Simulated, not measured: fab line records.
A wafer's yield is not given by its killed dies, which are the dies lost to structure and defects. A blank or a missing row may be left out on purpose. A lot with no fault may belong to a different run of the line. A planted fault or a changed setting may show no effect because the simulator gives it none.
Struck lot and sound lot, side by side || flow rit cmos || 19 out of 202 route steps
Sound: wafers L901.1, L901.3, L901.4. Wafers struck: L902.3, L902.5, L902.6. The cause comes at the end.
Per side, at each step with rows, come the tool, then ch with its chambers, and then its first start. Under that, the readings that differ: sound wafers || struck wafers || difference of the means || sigmas: that difference in standard deviations of wafers without a fault.
alike: words and numbers the same on both sides, and readings whose means are apart by under 2 such deviations; not compared: readings that were withheld, readings missing a value for some wafer, numbers with overlapping values and no deviation given by the record, and bounds like >300 which may hide the same value.
Wherever a step has rows on one side only, a row that says differs or no value, or a row with sigmas, the two part there. When numbers do not overlap yet have no deviation, they are printed without sigmas and do not part them. A reading missing from all wafers of one side parts the sides only when that side holds two or more wafers.

first, 4 steps without rows for these wafers: RIT_PSD_SOFTBAKE_02 (time 60 s); RIT_PSD_EXPOSE_03 (exposes mask M10, target cd 40900 nm); RIT_PSD_PEB_04; RIT_PSD_DEVELOP_05 (develop time 50 s).
RIT_PSD_OVL_MEAS_06:
  sound on overlay-02 at day 4 21:28; struck on overlay-02 at day 5 06:13
  alike: PSD_OVL
then, 2 steps without rows for these wafers: RIT_PSD_HARDBAKE_07 (time 60 s); RIT_PSD_IMPLANT_08.
RIT_PSD_STRIP_09: strips in O2, time 180 s.
  sound on plasma asher-03 ch 0,1, day 4 21:48; struck on plasma asher-03 ch 0,1, day 5 06:35
  alike: drypump motor current A
  not compared: rf hours counter h
RIT_PSD_TW_MEAS_10:
  sound on film metro-02 at day 4 21:58; struck on film metro-01 at day 5 06:44
{"reading": "PSD_TW", "sound": "3455 3431 3435", "struck": "3379 3392 3387", "difference": -54, "sigmas": -3}
then, 3 steps without rows for these wafers: RIT_SDANNEAL_CLEAN_00 (cleans in SC1, time 600 s); RIT_SDANNEAL_CLEAN_01 (cleans in dHF, time 30 s); RIT_SDANNEAL_CLEAN_02 (cleans in SC2, time 600 s).
RIT_SDANNEAL_RTA_03: time 5 s.
  sound on rtp anneal-02 ch 0, day 4 22:26; struck on rtp anneal-01 ch 0, day 5 07:10
  alike: ramp down c per s, wafer_temp_C_max
RIT_SDANNEAL_RS_MEAS_04: measurement is done with a four-point probe.
  sound on film metro-01 at day 4 22:29; struck on film metro-03 at day 5 07:15
{"reading": "PSD_RS (ohm/sq)", "sound": "115.49 115.81 115.80", "struck": "97.39 97.20 97.55", "difference": -18.32, "sigmas": -70}
RIT_SDANNEAL_RS_MEAS_05: measurement is done with a four-point probe.
  sound on film metro-01 at day 4 22:37; struck on film metro-03 at day 5 07:22
{"reading": "NSD_RS (ohm/sq)", "sound": "84.6 84.3 84.8", "struck": "81.2 81.2 81.5", "difference": -3.3, "sigmas": -10}
RIT_SDANNEAL_RS_MEAS_06: measurement is done with a four-point probe.
  sound on film metro-01 at day 4 22:44; struck on film metro-03 at day 5 07:29
{"reading": "PLDD_RS (ohm/sq)", "sound": "178.4 178.4 178.2", "struck": "162.3 161.3 161.4", "difference": -16.7, "sigmas": -39}
RIT_SDANNEAL_RS_MEAS_07: measurement is done with a four-point probe.
  sound on film metro-01 at day 4 22:51; struck on film metro-03 at day 5 07:37
{"reading": "NLDD_RS (ohm/sq)", "sound": "151.6 151.8 152.0", "struck": "149.0 149.2 148.5", "difference": -2.9, "sigmas": -4}
then, 1 step without rows for these wafers: RIT_SILICIDE_WET_ETCH_00 (etches SiO2 in BOE, target depth 14 nm, time 15 s).
RIT_M1_PROBE_99:
  sound on prober-01 at day 5 06:07; struck on prober-02 at day 5 15:05
  alike: killed at contacts, killed at front end, killed dies, killed open, killed short

## WHERE THEY PART
First at RIT_PSD_TW_MEAS_10; last, within this record, at RIT_SDANNEAL_RS_MEAS_07. Later steps at which nothing parts them and some readings are alike: RIT_M1_PROBE_99.

WHY: what the simulator had put in
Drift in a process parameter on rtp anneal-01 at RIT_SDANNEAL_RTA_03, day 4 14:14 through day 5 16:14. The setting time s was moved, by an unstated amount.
